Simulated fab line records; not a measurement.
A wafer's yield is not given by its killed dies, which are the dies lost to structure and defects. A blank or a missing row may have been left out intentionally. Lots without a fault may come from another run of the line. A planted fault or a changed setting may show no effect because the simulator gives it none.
fab line records	flow berkeley_cmos170	part 1 of 2: steps 1 to 31 of 42
record: lots: 5	wafers: 15	last_day: 11
route steps=331 shown NWELL@32 PWELL@34 WELLDRIVE@55 ACTIVE@60
lots that met no fault: taken from a fault-free run of the same line
start_h: hours from the record's opening day to when the first of the lot's shown wafers began	wait_h: hours from the lot's prior step to this one	" same as the row above	L1.1+2: a single row standing in for several wafers	- no value present, or no start provided	* or withheld: withheld	< > ~ a bound
route shown NAME@n: names a module that has steps shown in the file, with the first one's number in the route	usual: mean and standard deviation over wafers with no fault	same: alike in all rows	chamber/n: place in a boat	sites: the reading at each site	_std_site: standard deviation across them	_edge_site: inner sites' mean taken away from outer sites' mean	radius_mm: for every site, how far away it sits from the centre of the wafer	mask NAME#n: copy n	behind: the tool/chamber that last shaped the wafer	hold: what put the lot on hold/how long, in hours/how the hold closed	device: the transistor (n, p or np) that didn't switch	end of line: tests of these same wafers at the route's end	step lacking rows: just its recipe	killed: at the first sort, the dies lost to defects and structure; wafer yield is something else	map: shows each die of a wafer: x if killed, . if not, _ if none is there
set.NAME: setting as actually run; set.NAME@STEP: the setting as run at that earlier step	model.NAME: the simulator's own value behind a step, which no gauge read
lots at selected steps of the route; one table per step, one row per wafer
services: from which hour (start_h, from the record's first day; less than 0 if before it) a tool's chamber was out of use, for how many hours, and why
== steps ==
step: UCB170_NWELL_WET_ETCH_18
recipe: chemistry: H3PO4	target: Si3N4	temp_c: 160	time_s: 14400
lot.wafer	tool	chamber	start_h	wait_h
L085.3+4+5	wet_bench-02	3	93.50	0.0
L088.3+4+5	wet_bench-04	0	103.58	0.0
L092.1+2+6	wet_bench-04	2	124.56	0.2
L093.1+3+4	wet_bench-01	3	134.37	0.0
L096.3+4+6	wet_bench-01	1	144.58	0.0
step: UCB170_NWELL_WET_ETCH_19
recipe: chemistry: BOE	dilution: 5:1	target: SiO2	temp_c: 25	time_s: 22
lot.wafer	tool	chamber	start_h	wait_h
L085.3+4+5	wet_bench-04	0	97.51	0.0
L088.3+4+5	wet_bench-02	0	108.12	0.2
L092.1+2+6	wet_bench-04	2	128.63	0.1
L093.1+3+4	wet_bench-02	0	139.08	0.3
L096.3+4+6	wet_bench-02	2	148.76	0.2
step: UCB170_PWELL_CLEAN_00
recipe: chemistry: SPM	temp_c: 120	time_s: 600
lot.wafer	tool	chamber	start_h	wait_h
L085.3+4+5	wet_bench-01	2	97.53	0.0
L088.3+4+5	wet_bench-02	3	108.15	0.0
L092.1+2+6	wet_bench-04	2	128.68	0.0
L093.1+3+4	wet_bench-01	0	139.16	0.0
L096.3+4+6	wet_bench-01	2	148.77	0.0
step: UCB170_PWELL_CLEAN_01
recipe: chemistry: dHF	dilution: 25:1	time_s: 60
lot.wafer	tool	chamber	start_h	wait_h
L085.3+4+5	wet_bench-02	0	97.70	0.0
L088.3+4+5	wet_bench-02	1	108.33	0.0
L092.1+2+6	wet_bench-04	3	129.21	0.3
L093.1+3+4	wet_bench-01	1	139.37	0.0
L096.3+4+6	wet_bench-02	2	148.95	0.0
step: UCB170_PWELL_OXIDATION_02
recipe: temp_c: 1000	ambient: O2	target_thk_a: 264	ox_time_s: 1260
usual: spike_tc_centre_C: 1003.4/0.91
same: ox_time_s: 1260
lot.wafer	tool	chamber	start_h	wait_h	spike_tc_centre_C
L085.3	furnace-02	0	102.00	4.3	1004.2
L085.4	"	0	"	"	1002.5
L085.5	"	0	"	"	1004.0
L088.3	furnace-02	0	113.43	5.1	1002.6
L088.4	"	0	"	"	1002.3
L088.5	"	0	"	"	1002.8
L092.1	furnace-02	0	129.96	0.7	1002.6
L092.2	"	0	"	"	1004.6
L092.6	"	0	"	"	1002.6
L093.1	furnace-01	0	142.66	3.3	1003.8
L093.3	"	0	"	"	1002.8
L093.4	"	0	"	"	1005.1
L096.3	furnace-02	0	149.81	0.8	1003.6
L096.4	"	0	"	"	1002.3
L096.6	"	0	"	"	1003.3
step: UCB170_PWELL_THK_MEAS_03
recipe: reads: SiO2_of_PWELL_OXIDATION_02
usual: PWELL_OXIDE_THK: 26.5/0.4
lot.wafer	tool	chamber	start_h	wait_h	PWELL_OXIDE_THK[nm]
L085.3	film_metro-02	-	103.37	0.0	26.2
L085.4	"	-	"	"	26.5
L085.5	"	-	"	"	26.2
L088.3	film_metro-03	-	114.80	0.0	26.5
L088.4	"	-	"	"	26.8
L088.5	"	-	"	"	26.8
L092.1	film_metro-01	-	131.32	0.0	26.0
L092.2	"	-	"	"	26.3
L092.6	"	-	"	"	26.6
L093.1	film_metro-01	-	144.01	0.0	27.7
L093.3	"	-	"	"	27.3
L093.4	"	-	"	"	27.2
L096.3	film_metro-01	-	151.18	0.0	26.2
L096.4	"	-	"	"	26.1
L096.6	"	-	"	"	26.3
step: UCB170_PWELL_ANNEAL_04
recipe: temp_c: 1000	time_s: 900	ambient: N2
usual: spike_tc_centre_C: 1003.5/1.1
lot.wafer	tool	chamber	start_h	wait_h	spike_tc_centre_C
L085.3	furnace-01	0	107.07	3.7	1002.5
L085.4	"	0	"	"	1001.5
L085.5	"	0	"	"	1004.0
L088.3	furnace-01	0	117.11	2.3	1003.1
L088.4	"	0	"	"	1005.1
L088.5	"	0	"	"	1001.6
L092.1	furnace-04	0	133.28	1.9	1002.4
L092.2	"	0	"	"	1004.1
L092.6	"	0	"	"	1003.5
L093.1	furnace-04	0	145.55	1.5	1002.5
L093.3	"	0	"	"	1004.1
L093.4	"	0	"	"	1003.9
L096.3	furnace-01	0	152.75	1.6	1004.5
L096.4	"	0	"	"	1002.7
L096.6	"	0	"	"	1003.2
step: UCB170_PWELL_CVD_05
recipe: material: Si3N4	target_thk_nm: 220	temp_c: 800	precursor: SiH2Cl2/NH3	time_s: 3300	pressure_mtorr: 200	sih2cl2_flow_sccm: 25	nh3_flow_sccm: 73.34
usual: spike_tc_centre_C: 801.3/1.2
lot.wafer	tool	chamber	start_h	wait_h	spike_tc_centre_C
L085.3	lpcvd-01	0	109.01	0.7	801.7
L085.4	"	0	"	"	801.5
L085.5	"	0	"	"	801.4
L088.3	lpcvd-02	0	118.45	0.1	802.0
L088.4	"	0	"	"	802.4
L088.5	"	0	"	"	802.4
L092.1	lpcvd-01	1	134.53	0.0	799.9
L092.2	"	1	"	"	800.4
L092.6	"	1	"	"	799.7
L093.1	lpcvd-02	1	146.80	0.0	802.4
L093.3	"	1	"	"	800.5
L093.4	"	1	"	"	799.3
L096.3	lpcvd-01	1	154.33	0.3	799.2
L096.4	"	1	"	"	800.0
L096.6	"	1	"	"	801.7
step: UCB170_PWELL_THK_MEAS_06
recipe: reads: Si3N4_of_PWELL_CVD_05
usual: PWELL_NITRIDE_THK: 215.8/1.7
lot.wafer	tool	chamber	start_h	wait_h	PWELL_NITRIDE_THK[nm]
L085.3	film_metro-03	-	110.94	0.0	214.2
L085.4	"	-	"	"	214.5
L085.5	"	-	"	"	213.9
L088.3	film_metro-03	-	120.38	0.0	215.1
L088.4	"	-	"	"	214.0
L088.5	"	-	"	"	214.3
L092.1	film_metro-02	-	136.45	0.0	219.7
L092.2	"	-	"	"	215.9
L092.6	"	-	"	"	216.1
L093.1	film_metro-03	-	148.71	0.0	217.7
L093.3	"	-	"	"	216.5
L093.4	"	-	"	"	215.0
L096.3	film_metro-03	-	156.27	0.0	214.8
L096.4	"	-	"	"	212.6
L096.6	"	-	"	"	212.9
step: UCB170_PWELL_HMDS_07
recipe: prime_time_s: 60	prime_temp_c: 100
same: prime_time_s: 60
lot.wafer	tool	chamber	start_h	wait_h
L085.3+4+5	litho_track-04	0	111.36	0.4
L088.3+4+5	litho_track-03	0	120.47	0.1
L092.1+2+6	litho_track-03	0	136.51	0.1
L093.1+3+4	litho_track-03	0	149.27	0.5
L096.3+4+6	litho_track-04	0	156.71	0.4
step: UCB170_PWELL_COAT_08
recipe: resist: KrF	spin_rpm: 1500	resist_thk_nm: 900
lot.wafer	tool	chamber	start_h	wait_h
L085.3+4+5	litho_track-04	0	111.51	0.1
L088.3+4+5	litho_track-03	0	120.62	0.1
L092.1+2+6	litho_track-03	0	136.66	0.1
L093.1+3+4	litho_track-03	0	149.42	0.1
L096.3+4+6	litho_track-04	0	156.86	0.1
step: UCB170_PWELL_SOFTBAKE_09
recipe: resist: KrF	temp_c: 130	time_s: 60
usual: heater_power_total_W: 56.80/0.046
lot.wafer	tool	chamber	start_h	wait_h	heater_power_total_W
L085.3	litho_track-04	0	111.66	0.1	56.79
L085.4	"	0	"	"	56.85
L085.5	"	0	"	"	56.84
L088.3	litho_track-03	0	120.77	0.1	56.84
L088.4	"	0	"	"	56.71
L088.5	"	0	"	"	56.86
L092.1	litho_track-03	0	136.81	0.1	56.77
L092.2	"	0	"	"	56.82
L092.6	"	0	"	"	56.81
L093.1	litho_track-03	0	149.57	0.1	56.69
L093.3	"	0	"	"	56.82
L093.4	"	0	"	"	56.80
L096.3	litho_track-04	0	157.01	0.1	56.87
L096.4	"	0	"	"	56.83
L096.6	"	0	"	"	56.69
step: UCB170_PWELL_EXPOSE_10
recipe: mask_id: PWELL	target_cd_nm: 3000	na: 0.5	sigma_outer: 0.6	source_shape: conventional	dose_mj: 19
usual: exposure_dose_mJ_cm2: 19.001/0.016
lot.wafer	tool	chamber	start_h	wait_h	mask	exposure_dose_mJ_cm2
L085.3	krf_scanner-02	0	112.14	0.5	PWELL#0	18.998
L085.4	"	0	"	"	PWELL#0	19.019
L085.5	"	0	"	"	PWELL#0	19.002
L088.3	krf_scanner-01	0	120.91	0.1	PWELL#0	19.018
L088.4	"	0	"	"	PWELL#0	18.992
L088.5	"	0	"	"	PWELL#0	18.985
L092.1	krf_scanner-02	0	137.32	0.5	PWELL#0	19.011
L092.2	"	0	"	"	PWELL#0	19.027
L092.6	"	0	"	"	PWELL#0	18.994
L093.1	krf_scanner-01	0	149.89	0.3	PWELL#0	19.010
L093.3	"	0	"	"	PWELL#0	18.992
L093.4	"	0	"	"	PWELL#0	18.992
L096.3	krf_scanner-01	0	157.19	0.2	PWELL#0	18.998
L096.4	"	0	"	"	PWELL#0	19.011
L096.6	"	0	"	"	PWELL#0	19.001
step: UCB170_PWELL_PEB_11
recipe: peb_temp_c: 130	peb_time_s: withheld	resist: KrF
usual: heater_power_total_W: 56.80/0.047
lot.wafer	tool	chamber	start_h	wait_h	heater_power_total_W
L085.3	litho_track-01	0	112.69	0.5	56.76
L085.4	"	0	"	"	56.88
L085.5	"	0	"	"	56.76
L088.3	litho_track-03	0	121.20	0.3	56.80
L088.4	"	0	"	"	56.82
L088.5	"	0	"	"	56.79
L092.1	litho_track-03	0	137.58	0.2	56.79
L092.2	"	0	"	"	56.75
L092.6	"	0	"	"	56.87
L093.1	litho_track-03	0	150.44	0.5	56.76
L093.3	"	0	"	"	56.88
L093.4	"	0	"	"	56.86
L096.3	litho_track-01	0	157.57	0.4	56.79
L096.4	"	0	"	"	56.83
L096.6	"	0	"	"	56.80
step: UCB170_PWELL_DEVELOP_12
recipe: developer: TMAH	develop_time_s: 45	resist: KrF	dev_temp_c: 21
lot.wafer	tool	chamber	start_h	wait_h
L085.3+4+5	litho_track-01	0	-	-
L088.3+4+5	litho_track-03	0	-	-
L092.1+2+6	litho_track-03	0	-	-
L093.1+3+4	litho_track-03	0	-	-
L096.3+4+6	litho_track-01	0	-	-
step: UCB170_PWELL_OVL_MEAS_13
usual: PWELL_OVL: 0/4.7
lot.wafer	tool	chamber	start_h	wait_h	PWELL_OVL[nm]
L085.3	overlay-02	-	112.93	-	0
L085.4	"	-	"	"	4
L085.5	"	-	"	"	4
L088.3	overlay-02	-	121.47	-	-1
L088.4	"	-	"	"	1
L088.5	"	-	"	"	10
L092.1	overlay-01	-	137.86	-	5
L092.2	"	-	"	"	9
L092.6	"	-	"	"	8
L093.1	overlay-01	-	150.72	-	-4
L093.3	"	-	"	"	1
L093.4	"	-	"	"	-2
L096.3	overlay-02	-	157.80	-	-7
L096.4	"	-	"	"	-13
L096.6	"	-	"	"	-8
step: UCB170_PWELL_ETCH_14
recipe: chemistry: CH3F/Ar/O2	target: Si3N4	stop_on: SiO2	CH3F_flow_sccm: 20	Ar_flow_sccm: 50	O2_flow_sccm: 7	pressure_mtorr: 50	rf_w: 450	target_depth_a: 2420	over_etch_frac: 0.1	time_s: 151
usual: CH3F_flow_sccm: 19.99/0.057	chamber_pressure_mTorr: 50.00/0.044	drypump_motor_current_A: 5.8/0.45	oes_product_au: 0.927/0.017	throttle_valve_pct: 8.05/0.12
lot.wafer	tool	chamber	start_h	wait_h	CH3F_flow_sccm	chamber_pressure_mTorr	drypump_motor_current_A	oes_product_au	rf_hours_counter_h	throttle_valve_pct
L085.3	rie_diel-03	3	112.95	0.0	19.92	50.10	6.5	0.918	129	8.20
L085.4	"	0	"	"	20.03	50.05	5.3	0.889	105	8.04
L085.5	"	0	"	"	20.05	50.00	5.3	0.889	-	8.03
L088.3	rie_diel-03	3	121.50	0.0	20.02	50.01	6.5	0.924	129	8.20
L088.4	"	0	"	"	19.89	49.96	5.3	0.886	105	8.03
L088.5	"	0	"	"	19.95	50.00	5.2	0.892	-	8.03
L092.1	rie_diel-04	0	137.89	0.0	19.99	50.01	6.3	0.916	93	7.84
L092.2	"	3	"	"	19.98	49.96	5.5	0.957	47	8.07
L092.6	"	2	"	"	20.02	49.99	5.5	0.938	-	8.21
L093.1	rie_diel-03	3	150.75	0.0	20.03	49.94	6.6	0.928	131	8.20
L093.3	"	0	"	"	20.03	49.98	5.3	0.900	107	8.02
L093.4	"	1	"	"	20.01	50.00	5.3	0.930	4	8.03
L096.3	rie_diel-04	3	157.83	0.0	19.95	50.01	5.4	0.952	49	8.05
L096.4	"	1	"	"	19.96	50.01	6.4	0.917	19	7.85
L096.6	"	1	"	"	20.01	50.00	6.4	0.923	-	7.85
step: UCB170_PWELL_IMPLANT_15
recipe: species: B	dose_cm2: 5e+12	energy_kev: 60	tilt_deg: 7
lot.wafer	tool	chamber	start_h	wait_h
L085.3+4+5	implanter-02	0	113.10	0.1
L088.3+4+5	implanter-02	0	121.76	0.2
L092.1+2+6	implanter-01	0	138.00	0.1
L093.1+3+4	implanter-02	0	150.85	0.1
L096.3+4+6	implanter-04	0	157.98	0.1
step: UCB170_PWELL_STRIP_16
recipe: chemistry: O2	power_w: 400	pressure_mtorr: 3500	platen_temp_c: withheld	o2_flow_sccm: 400	overash_fraction: 0.5
usual: chamber_pressure_mTorr: 3500.2/3	drypump_motor_current_A: 5.7/0.35	oes_product_au: 0.721/0.0044	strip_time_to_endpoint_s: 18.10/0.084
lot.wafer	tool	chamber	start_h	wait_h	chamber_pressure_mTorr	drypump_motor_current_A	oes_product_au	rf_hours_counter_h	strip_time_to_endpoint_s
L085.3	plasma_asher-02	0	113.23	0.1	3502.4	5.6	0.727	-	17.97
L085.4	"	1	"	"	3495.4	5.3	0.725	-	17.89
L085.5	"	1	"	"	3500.3	5.3	0.716	-	17.85
L088.3	plasma_asher-04	1	121.90	0.1	3498.6	5.7	0.719	-	18.20
L088.4	"	0	"	"	3502.6	5.8	0.723	-	18.19
L088.5	"	1	"	"	3505.8	5.7	0.723	-	18.21
L092.1	plasma_asher-02	1	138.15	0.1	3499.8	5.3	0.719	45	18.23
L092.2	"	0	"	"	3500.5	5.6	0.724	45	18.19
L092.6	"	1	"	"	3503.3	5.3	0.719	-	18.23
L093.1	plasma_asher-04	1	151.00	0.1	3499.5	5.7	0.712	29	18.10
L093.3	"	0	"	"	3497.7	5.8	0.724	-	18.01
L093.4	"	1	"	"	3499.4	5.7	0.715	-	18.09
L096.3	plasma_asher-01	1	158.11	0.1	3499.0	5.6	0.723	-	18.03
L096.4	"	0	"	"	3500.1	6.4	0.730	-	18.09
L096.6	"	1	"	"	3502.3	5.7	0.724	-	18.05
step: UCB170_PWELL_TW_MEAS_17
usual: PWELL_TW: 376.9/1.7
lot.wafer	tool	chamber	start_h	wait_h	PWELL_TW
L085.3	film_metro-02	-	113.32	0.1	377.6
L085.4	"	-	"	"	374.8
L085.5	"	-	"	"	376.8
L088.3	film_metro-03	-	121.98	0.1	374.8
L088.4	"	-	"	"	377.3
L088.5	"	-	"	"	379.0
L092.1	film_metro-03	-	138.25	0.1	381.9
L092.2	"	-	"	"	378.3
L092.6	"	-	"	"	378.1
L093.1	film_metro-02	-	151.10	0.1	376.3
L093.3	"	-	"	"	376.3
L093.4	"	-	"	"	374.0
L096.3	film_metro-01	-	158.20	0.1	377.1
L096.4	"	-	"	"	376.4
L096.6	"	-	"	"	377.8
step: UCB170_PWELL_CLEAN_18
recipe: chemistry: SPM	temp_c: 120	time_s: 600
lot.wafer	tool	chamber	start_h	wait_h
L085.3+4+5	wet_bench-02	2	114.87	1.5
L088.3+4+5	wet_bench-04	1	122.11	0.1
L092.1+2+6	wet_bench-01	3	138.75	0.5
L093.1+3+4	wet_bench-02	2	151.16	0.1
L096.3+4+6	wet_bench-04	3	158.99	0.8
step: UCB170_PWELL_WET_ETCH_19
recipe: chemistry: H3PO4	target: Si3N4	temp_c: 160	time_s: 14400
lot.wafer	tool	chamber	start_h	wait_h
L085.3+4+5	wet_bench-01	3	115.29	0.2
L088.3+4+5	wet_bench-02	3	122.28	0.0
L092.1+2+6	wet_bench-02	1	139.11	0.2
L093.1+3+4	wet_bench-02	2	151.69	0.3
L096.3+4+6	wet_bench-04	3	159.39	0.2
step: UCB170_PWELL_WET_ETCH_20
recipe: chemistry: BOE	dilution: 5:1	target: SiO2	temp_c: 25	time_s: 22
lot.wafer	tool	chamber	start_h	wait_h
L085.3+4+5	wet_bench-02	1	119.29	0.0
L088.3+4+5	wet_bench-01	2	126.73	0.1
L092.1+2+6	wet_bench-02	2	147.78	0.7
L093.1+3+4	wet_bench-01	2	155.73	0.0
L096.3+4+6	wet_bench-02	2	163.77	0.0
step: UCB170_WELLDRIVE_CLEAN_00
recipe: chemistry: SPM	temp_c: 120	time_s: 600
lot.wafer	tool	chamber	start_h	wait_h
L085.3+4+5	wet_bench-04	1	119.31	0.0
L088.3+4+5	wet_bench-02	1	126.78	0.0
L092.1+2+6	wet_bench-02	2	148.32	0.5
L093.1+3+4	wet_bench-01	0	155.78	0.0
L096.3+4+6	wet_bench-04	0	163.78	0.0
step: UCB170_WELLDRIVE_OXIDATION_01
recipe: temp_c: 1100	ambient: O2	target_thk_a: 1990	ox_time_s: 9000
usual: spike_tc_centre_C: 1103.1/1
same: ox_time_s: 9000
lot.wafer	tool	chamber	start_h	wait_h	spike_tc_centre_C
L085.3	furnace-03	0	121.89	2.4	1104.5
L085.4	"	0	"	"	1103.0
L085.5	"	0	"	"	1103.8
L088.3	furnace-03	0	129.64	2.5	1102.8
L088.4	"	0	"	"	1103.1
L088.5	"	0	"	"	1103.6
L092.1	furnace-03	0	148.86	0.4	1102.1
L092.2	"	0	"	"	1102.7
L092.6	"	0	"	"	1104.0
L093.1	furnace-03	0	157.96	2.0	1102.3
L093.3	"	0	"	"	1100.8
L093.4	"	0	"	"	1104.2
L096.3	furnace-03	0	165.46	1.5	1101.8
L096.4	"	0	"	"	1103.1
L096.6	"	0	"	"	1102.0
step: UCB170_WELLDRIVE_THK_MEAS_02
recipe: reads: SiO2_of_WELLDRIVE_OXIDATION_01
usual: WELLDRIVE_OXIDE_THK: 197/4.1
lot.wafer	tool	chamber	start_h	wait_h	WELLDRIVE_OXIDE_THK[nm]
L085.3	film_metro-04	-	125.41	0.0	193
L085.4	"	-	"	"	194
L085.5	"	-	"	"	193
L088.3	film_metro-03	-	133.16	0.0	197
L088.4	"	-	"	"	199
L088.5	"	-	"	"	196
L092.1	film_metro-04	-	152.36	0.0	191
L092.2	"	-	"	"	194
L092.6	"	-	"	"	192
L093.1	film_metro-04	-	161.46	0.0	191
L093.3	"	-	"	"	193
L093.4	"	-	"	"	193
L096.3	film_metro-04	-	168.98	0.0	197
L096.4	"	-	"	"	194
L096.6	"	-	"	"	196
step: UCB170_WELLDRIVE_ANNEAL_03
recipe: temp_c: 1111	time_s: 900	ambient: N2
usual: spike_tc_centre_C: 1114.1/1
lot.wafer	tool	chamber	start_h	wait_h	spike_tc_centre_C
L085.3	furnace-02	0	127.38	2.0	1114.9
L085.4	"	0	"	"	1114.3
L085.5	"	0	"	"	1113.9
L088.3	furnace-02	0	135.65	2.5	1115.2
L088.4	"	0	"	"	1115.6
L088.5	"	0	"	"	1114.6
L092.1	furnace-03	0	153.86	1.5	1115.7
L092.2	"	0	"	"	1113.2
L092.6	"	0	"	"	1112.9
L093.1	furnace-03	0	162.96	1.5	1114.0
L093.3	"	0	"	"	1112.4
L093.4	"	0	"	"	1116.3
L096.3	furnace-01	0	169.53	0.5	1113.2
L096.4	"	0	"	"	1115.2
L096.6	"	0	"	"	1114.6
step: UCB170_WELLDRIVE_WET_ETCH_04
recipe: chemistry: BOE	dilution: 5:1	target: SiO2	temp_c: 25	time_s: 120
lot.wafer	tool	chamber	start_h	wait_h
L085.3+4+5	wet_bench-04	3	128.64	0.0
L088.3+4+5	wet_bench-02	1	137.92	1.0
L092.1+2+6	wet_bench-01	1	155.28	0.2
L093.1+3+4	wet_bench-02	1	164.21	0.0
L096.3+4+6	wet_bench-01	0	170.78	0.0
step: UCB170_ACTIVE_CLEAN_00
recipe: chemistry: SPM	temp_c: 120	time_s: 600
lot.wafer	tool	chamber	start_h	wait_h
L085.3+4+5	wet_bench-04	3	128.86	0.2
L088.3+4+5	wet_bench-02	1	138.73	0.7
L092.1+2+6	wet_bench-01	1	155.54	0.2
L093.1+3+4	wet_bench-01	2	164.25	0.0
L096.3+4+6	wet_bench-01	0	170.82	0.0
step: UCB170_ACTIVE_CLEAN_01
recipe: chemistry: dHF	dilution: 25:1	time_s: 60
lot.wafer	tool	chamber	start_h	wait_h
L085.3+4+5	wet_bench-04	2	129.23	0.2
L088.3+4+5	wet_bench-01	1	139.13	0.0
L092.1+2+6	wet_bench-01	2	155.75	0.0
L093.1+3+4	wet_bench-01	0	164.43	0.0
L096.3+4+6	wet_bench-01	3	171.00	0.0
step: UCB170_ACTIVE_OXIDATION_02
recipe: temp_c: 1000	ambient: O2	target_thk_a: 264	ox_time_s: 1260
usual: spike_tc_centre_C: 1003.3/1
same: ox_time_s: 1260
lot.wafer	tool	chamber	start_h	wait_h	spike_tc_centre_C
L085.3	furnace-04	0	131.93	2.7	1003.2
L085.4	"	0	"	"	1004.2
L085.5	"	0	"	"	1003.1
L088.3	furnace-04	0	140.11	1.0	1005.0
L088.4	"	0	"	"	1003.6
L088.5	"	0	"	"	1003.0
L092.1	furnace-02	0	158.26	2.5	1003.2
L092.2	"	0	"	"	1003.6
L092.6	"	0	"	"	1002.5
L093.1	furnace-02	0	166.95	2.5	1002.7
L093.3	"	0	"	"	1004.3
L093.4	"	0	"	"	1002.3
L096.3	furnace-03	0	174.54	3.5	1002.0
L096.4	"	0	"	"	1003.4
L096.6	"	0	"	"	1002.0
